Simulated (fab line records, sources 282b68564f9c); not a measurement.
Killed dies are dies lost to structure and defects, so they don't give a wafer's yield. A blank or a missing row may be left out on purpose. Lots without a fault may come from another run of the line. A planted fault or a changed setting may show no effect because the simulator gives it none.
fab line records | flow rit_cmos
record lots=7 wafers=21 last_day=7
route steps=202 shown PWELL@44 WELLDRIVE@50 NWELL@51 NRETRO@53 M1@202
lots that met no fault: from a run of the same line without faults
start_h: hours from the record's first day to the start of the lot's first wafer shown | wait_h: hours since the lot's step before | " the same as in the row above | L1.1+2: a row that stands for several wafers | - no value, or no start given | * or withheld: withheld | < > ~ a bound
route shown NAME@n: a module of which the file shows steps, and the number in the route of the first | usual: mean/standard deviation of fault-free wafers | same: alike in all rows | chamber/n: place in a boat | sites: the reading at each site | _std_site: their standard deviation | _edge_site: outer sites' mean less inner sites' | radius_mm: how far each site lies from the wafer's centre | mask NAME#n: copy n | behind: the tool/chamber that last shaped the wafer | hold: why the lot was held/for how many hours/how that ended | device: the transistor (n, p or np) that didn't switch | end of line: the same wafers' tests at the end of the route | a step without rows: its recipe alone | killed: dies lost to structure and defects at the first sort, not the wafer's yield | map: a wafer's dies, x killed, . not, _ none there
set.NAME: the setting as run; set.NAME@STEP: as run at that earlier step | model.NAME: the simulator's own value behind a step, which no gauge read
lots at some steps of the route; a table a step, a row a wafer
services: from which hour (start_h, from the record's first day; less than 0 if before it) a tool's chamber was out of use, for how many hours, and why
## steps
# step RIT_PWELL_DEVELOP_05
# recipe resist=NOVOLAK develop_time_s=71.04 dev_temp_c=23
# step RIT_PWELL_OVL_MEAS_06
# usual PWELL_OVL=0.6/1.2
# columns lot.wafer tool chamber start_h wait_h PWELL_OVL[nm]
L663.1 overlay-01 - 50.98 - 2.7
L663.2 " - " " 3.1
L663.6 " - " " 2.7
L664.2 overlay-02 - 54.57 - 1.1
L664.4 " - " " -0.1
L664.5 " - " " -0.8
L668.1 overlay-02 - 75.63 - 1.8
L668.2 " - " " 0.5
L668.3 " - " " 2.2
L669.2 overlay-01 - 80.70 - 0.1
L669.5 " - " " -1.5
L669.6 " - " " -0.8
L670.1 overlay-01 - 89.10 - 0.3
L670.3 " - " " -0.1
L670.4 " - " " 0.9
L671.2 overlay-01 - 90.06 - 1.4
L671.3 " - " " 0.9
L671.6 " - " " 0.6
L676.1 overlay-01 - 115.84 - 0.1
L676.3 " - " " -0.3
L676.4 " - " " -0.1
# step RIT_PWELL_HARDBAKE_07
# recipe resist=NOVOLAK temp_c=140 time_s=120
# step RIT_PWELL_IMPLANT_08
# recipe species=B energy_kev=170 dose_cm2=7e+13 tilt_deg=7
# step RIT_PWELL_STRIP_09
# recipe chemistry=O2 time_s=180 resist=NOVOLAK platen_temp_c=withheld power_w=500 pressure_mtorr=4000 o2_flow_sccm=4000
# usual drypump_motor_current_A=6.14/0.19 rf_refl_power_W=7.3/1.3
# columns lot.wafer tool chamber start_h wait_h drypump_motor_current_A rf_hours_counter_h rf_refl_power_W
L663.1 plasma_asher-03 0 51.41 0.1 5.91 39 8.9
L663.2 " 1 " " 6.12 39 6.9
L663.6 " 0 " " 5.91 - 8.9
L664.2 plasma_asher-03 1 55.00 0.1 6.11 40 6.7
L664.4 " 0 " " 5.92 - 8.9
L664.5 " 1 " " 6.12 - 6.6
L668.1 plasma_asher-03 1 76.07 0.1 6.13 42 6.7
L668.2 " 0 " " 5.87 42 8.7
L668.3 " 1 " " 6.17 - 6.7
L669.2 plasma_asher-02 0 81.13 0.1 6.26 45 8.3
L669.5 " 0 " " 6.27 - 8.3
L669.6 " 1 " " 6.31 - 5.5
L670.1 plasma_asher-02 1 89.53 0.1 6.23 46 5.7
L670.3 " 1 " " 6.28 - 5.6
L670.4 " 0 " " 6.27 - 8.2
L671.2 plasma_asher-02 1 90.49 0.1 6.31 46 5.6
L671.3 " 0 " " 6.28 - 8.4
L671.6 " 1 " " 6.30 - 5.5
L676.1 plasma_asher-03 0 116.28 0.1 5.88 47 8.7
L676.3 " 0 " " 5.87 - 8.9
L676.4 " 1 " " 6.19 - 7.0
# step RIT_PWELL_TW_MEAS_10
# usual PWELL_TW=957/9
# columns lot.wafer tool chamber start_h wait_h PWELL_TW
L663.1 film_metro-04 - 51.59 0.1 969
L663.2 " - " " 962
L663.6 " - " " 967
L664.2 film_metro-01 - 55.19 0.1 951
L664.4 " - " " 953
L664.5 " - " " 947
L668.1 film_metro-03 - 76.24 0.1 947
L668.2 " - " " 947
L668.3 " - " " 945
L669.2 film_metro-01 - 81.31 0.1 953
L669.5 " - " " 955
L669.6 " - " " 952
L670.1 film_metro-04 - 89.71 0.1 970
L670.3 " - " " 966
L670.4 " - " " 970
L671.2 film_metro-03 - 90.67 0.1 945
L671.3 " - " " 941
L671.6 " - " " 946
L676.1 film_metro-01 - 116.45 0.1 948
L676.3 " - " " 947
L676.4 " - " " 952
# step RIT_WELLDRIVE_ANNEAL_00
# recipe temp_c=1100 time_s=14700 ambient=N2
# step RIT_WELLDRIVE_RS_MEAS_01
# recipe thk_meas_gauge=four-point-probe
# usual NWELL_RS=279.3/1.2
# columns lot.wafer tool chamber start_h wait_h NWELL_RS[ohm/sq]
L663.1 film_metro-03 - 57.19 0.0 277.2
L663.2 " - " " 277.4
L663.6 " - " " 276.9
L664.2 film_metro-03 - 62.54 0.0 276.5
L664.4 " - " " 277.1
L664.5 " - " " 277.5
L668.1 film_metro-01 - 82.00 0.0 281.1
L668.2 " - " " 279.6
L668.3 " - " " 280.9
L669.2 film_metro-01 - 87.10 0.0 281.1
L669.5 " - " " 281.4
L669.6 " - " " 280.8
L670.1 film_metro-04 - 94.85 0.0 279.9
L670.3 " - " " 280.4
L670.4 " - " " 280.1
L671.2 film_metro-04 - 95.82 0.0 279.5
L671.3 " - " " 279.8
L671.6 " - " " 280.8
L676.1 film_metro-03 - 124.23 0.0 277.5
L676.3 " - " " 277.1
L676.4 " - " " 277.4
# step RIT_WELLDRIVE_RS_MEAS_02
# recipe thk_meas_gauge=four-point-probe
# usual PWELL_RS=429.6/1.4
# columns lot.wafer tool chamber start_h wait_h PWELL_RS[ohm/sq]
L663.1 film_metro-03 - 57.31 0.1 427.4
L663.2 " - " " 427.0
L663.6 " - " " 428.9
L664.2 film_metro-03 - 62.66 0.1 428.6
L664.4 " - " " 429.9
L664.5 " - " " 428.3
L668.1 film_metro-01 - 82.12 0.1 429.3
L668.2 " - " " 429.3
L668.3 " - " " 429.7
L669.2 film_metro-01 - 87.22 0.1 431.5
L669.5 " - " " 431.4
L669.6 " - " " 432.8
L670.1 film_metro-04 - 94.97 0.1 429.2
L670.3 " - " " 429.3
L670.4 " - " " 429.7
L671.2 film_metro-04 - 95.94 0.1 432.1
L671.3 " - " " 432.1
L671.6 " - " " 432.1
L676.1 film_metro-03 - 124.35 0.1 428.2
L676.3 " - " " 427.0
L676.4 " - " " 427.4
# step RIT_NRETRO_HMDS_00
# recipe prime_time_s=60 prime_temp_c=140
# step RIT_NRETRO_COAT_01
# recipe resist=NOVOLAK spin_rpm=2000 resist_thk_nm=1300
# step RIT_NRETRO_SOFTBAKE_02
# recipe resist=NOVOLAK temp_c=90 time_s=60
# step RIT_NRETRO_EXPOSE_03
# recipe mask_id=M4 na=0.57 target_cd_nm=43900 dose_mj=250
# columns lot.wafer tool chamber start_h wait_h mask model.NRETRO.overlay_x_nm
L663.1+2+6 iline_stepper-02 0 57.88 0.1 M4#0 1.469
L664.2+4+5 iline_stepper-02 0 63.23 0.1 M4#0 0.4684
L668.1+2+3 iline_stepper-02 0 82.69 0.1 M4#0 -180.5
L669.2+5+6 iline_stepper-02 0 87.79 0.1 M4#0 -181
L670.1+3+4 iline_stepper-01 0 95.67 0.2 M4#0 1.007
L671.2+3+6 iline_stepper-02 0 96.64 0.2 M4#0 -179.1
L676.1+3+4 iline_stepper-01 0 125.02 0.1 M4#0 -1.029
# step RIT_NRETRO_PEB_04
# recipe resist=NOVOLAK temp_c=withheld time_s=withheld
# step RIT_NRETRO_DEVELOP_05
# recipe resist=NOVOLAK develop_time_s=68 dev_temp_c=22.01
# step RIT_NRETRO_OVL_MEAS_06
# usual NRETRO_OVL=0.8/1.3
# columns lot.wafer tool chamber start_h wait_h NRETRO_OVL[nm]
L663.1 overlay-02 - 58.31 - 3.1
L663.2 " - " " -0.2
L663.6 " - " " -0.4
L664.2 overlay-02 - 63.65 - -1.9
L664.4 " - " " 1.6
L664.5 " - " " -0.4
L668.1 overlay-02 - 83.16 - -181.7
L668.2 " - " " -180.4
L668.3 " - " " -182.1
L669.2 overlay-01 - 88.21 - -179.4
L669.5 " - " " -180.4
L669.6 " - " " -180.3
L670.1 overlay-01 - 96.10 - 1.3
L670.3 " - " " 1.2
L670.4 " - " " 1.6
L671.2 overlay-02 - 97.06 - -179.3
L671.3 " - " " -179.8
L671.6 " - " " -179.7
L676.1 overlay-01 - 125.45 - -0.2
L676.3 " - " " 2.4
L676.4 " - " " 2.3
# step RIT_NRETRO_HARDBAKE_07
# recipe resist=NOVOLAK temp_c=140 time_s=120
# step RIT_M1_PROBE_99
# usual killed_at_contacts=0.1/0.25 killed_at_front_end=6.8/2.9 killed_dies=6.9/2.9 killed_open=3.3/1.9 killed_short=3.6/1.9
# same gross_dies=264 killed_at_M0_to_M3=0 killed_at_M4_up=0 killed_at_back_side=0 killed_at_other=0
# columns lot.wafer tool chamber start_h wait_h killed_at_contacts killed_at_front_end killed_dies killed_open killed_short model.etest.retro_edge_pmos.off_log10_a_um model.etest.retro_edge_nmos.off_log10_a_um
L663.1 prober-01 - 89.42 0.1 0 8 8 6 2 -10.45 -10.28
L663.2 prober-01 - 89.47 0.1 0 3 3 2 1 -10.52 -10.48
L663.6 prober-01 - 89.67 0.2 0 10 10 3 7 -10.18 -10.27
L664.2 prober-01 - 99.02 0.1 0 4 4 2 2 -10.13 -9.789
L664.4 prober-01 - 99.12 0.2 0 5 5 2 3 -10.55 -10.05
L664.5 prober-01 - 99.17 0.2 0 8 8 4 4 -10.45 -9.969
L668.1 prober-02 - 116.88 0.1 0 6 6 2 4 -9.008 -8.469
L668.2 prober-02 - 116.93 0.1 0 7 7 2 5 -9.169 -8.448
L668.3 prober-02 - 116.98 0.2 0 11 11 5 6 -9.274 -8.608
L669.2 prober-01 - 119.39 0.1 0 3 3 1 2 -9.321 -8.908
L669.5 prober-01 - 119.54 0.2 0 4 4 1 3 -9.175 -8.897
L669.6 prober-01 - 119.59 0.2 0 4 4 2 2 -9.409 -9.121
L670.1 prober-01 - 127.08 0.1 0 8 8 5 3 -10.25 -9.546
L670.3 prober-01 - 127.18 0.2 0 5 5 1 4 -10.46 -10.02
L670.4 prober-01 - 127.23 0.2 0 8 8 3 5 -10.03 -9.624
L671.2 prober-02 - 128.63 0.1 0 2 2 1 1 -9.494 -8.884
L671.3 prober-02 - 128.68 0.2 0 11 11 4 7 -9.754 -9.019
L671.6 prober-02 - 128.83 0.2 1 3 4 4 0 -9.617 -8.613
L676.1 prober-01 - 157.66 0.1 1 7 8 5 3 -10.13 -9.887
L676.3 prober-01 - 157.76 0.2 0 9 9 2 7 -10.45 -10.34
L676.4 prober-01 - 157.81 0.2 0 7 7 4 3 -10.59 -10.22
# killed by level:class
L663.1 GATE:geometric_particle:open=4 FOX2:geometric_particle:open=1 FOX2:geometric_particle:short=1 SPACER:geometric_particle:short=1 SPACER:geometric_particle:open=1
L663.2 GATE:geometric_particle:short=1 GATE:geometric_particle:open=1 SPACER:geometric_particle:open=1
L663.6 SPACER:geometric_particle:short=5 FOX2:geometric_particle:open=2 FOX2:geometric_particle:short=1 GATE:geometric_particle:open=1 GATE:geometric_particle:short=1
L664.2 GATE:geometric_particle:short=1 GATE:geometric_particle:open=1 REOX:geometric_particle:short=1 REOX:geometric_particle:open=1
L664.4 FOX1:geometric_particle:short=1 FOX2:geometric_particle:open=1 FOX2:geometric_particle:short=1 GATE:geometric_particle:short=1 SPACER:geometric_particle:open=1
L664.5 REOX:geometric_particle:open=2 SPACER:geometric_particle:short=2 FOX1:geometric_particle:open=1 FOX1:geometric_particle:short=1 SILICIDE:geometric_particle:open=1 SILICIDE:geometric_particle:short=1
L668.1 GATE:geometric_particle:short=3 GATE:geometric_particle:open=2 FOX1:geometric_particle:short=1
L668.2 GATE:geometric_particle:short=2 FOX1:geometric_particle:short=1 FOX2:geometric_particle:short=1 FOX2:geometric_particle:open=1 SPACER:geometric_particle:open=1 SILICIDE:geometric_particle:short=1
L668.3 GATE:geometric_particle:short=5 GATE:geometric_particle:open=2 FOX1:geometric_particle:open=1 FOX2:geometric_particle:open=1 REOX:geometric_particle:short=1 REOX:geometric_particle:open=1
L669.2 FOX2:geometric_particle:short=1 GATE:geometric_particle:short=1 SPACER:geometric_particle:open=1
L669.5 GATE:geometric_particle:short=2 FOX1:geometric_particle:open=1 REOX:geometric_particle:short=1
L669.6 GATE:geometric_particle:open=1 GATE:geometric_particle:short=1 SPACER:geometric_particle:short=1 SILICIDE:geometric_particle:open=1
L670.1 GATE:geometric_particle:open=3 FOX1:geometric_particle:open=1 GATE:geometric_particle:short=1 REOX:geometric_particle:open=1 REOX:geometric_particle:short=1 SILICIDE:geometric_particle:short=1
L670.3 SILICIDE:geometric_particle:short=2 FOX1:geometric_particle:short=1 GATE:geometric_particle:short=1 SILICIDE:geometric_particle:open=1
L670.4 FOX1:geometric_particle:short=2 GATE:geometric_particle:open=2 GATE:geometric_particle:short=2 SPACER:geometric_particle:short=1 SILICIDE:geometric_particle:open=1
L671.2 FOX1:geometric_particle:short=1 SILICIDE:geometric_particle:open=1
L671.3 GATE:geometric_particle:short=4 FOX1:geometric_particle:short=2 FOX1:geometric_particle:open=2 GATE:geometric_particle:open=1 REOX:geometric_particle:short=1 REOX:geometric_particle:open=1
L671.6 FOX1:geometric_particle:open=1 GATE:geometric_particle:open=1 SPACER:geometric_particle:open=1 CONTACT:geometric_particle:open=1
L676.1 GATE:geometric_particle:short=3 FOX1:geometric_particle:open=2 GATE:geometric_particle:open=2 CONTACT:geometric_particle:open=1
L676.3 GATE:geometric_particle:short=4 FOX1:geometric_particle:short=1 GATE:geometric_particle:open=1 SPACER:geometric_particle:short=1 SPACER:geometric_particle:open=1 SILICIDE:geometric_particle:short=1
L676.4 REOX:geometric_particle:short=2 FOX2:geometric_particle:open=1 GATE:geometric_particle:open=1 REOX:geometric_particle:open=1 SPACER:geometric_particle:short=1 SILICIDE:geometric_particle:open=1
## services
# columns tool chamber start_h hours kind
iline_stepper-02 - 43.42 1.7 pm
plasma_asher-02 - 108.75 9.0 pm
plasma_asher-02 0 108.75 9.0 vent_cycle
plasma_asher-02 1 108.75 9.0 vent_cycle
plasma_asher-02 0 117.75 - clean
plasma_asher-02 1 117.75 - clean
## key
first_sign step=RIT_NRETRO_OVL_MEAS_06 reading=NRETRO_OVL direction=down sigmas=99+ usual=0.8 struck=-180.4
effect none on later readings
model_effect step=RIT_NRETRO_EXPOSE_03 value=NRETRO.overlay_x_nm without=-0.1952 struck=-180.2
model_effect step=RIT_M1_PROBE_99 value=etest.retro_edge_pmos.off_log10_a_um without=-10.45 struck=-9.358
met_at RIT_NRETRO_EXPOSE_03
struck_wafers L668.1,L668.2,L668.3,L669.2,L669.5,L669.6,L671.2,L671.3,L671.6
tester_left_out L668,L669,L671
onset_between 63.23 82.69
fault kind=scanner_matching_overlay tool=iline_stepper-02 chamber=- onset_h=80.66 steps=RIT_NRETRO_EXPOSE_03 offset=-180
# tester_left_out: of these lots the tester's yield and bins aren't shown, on N5 and GAA mostly nor the transistor test; their killed dies are dies lost to structure and defects alone, not to doping, threshold or leakage, so they don't give the yield
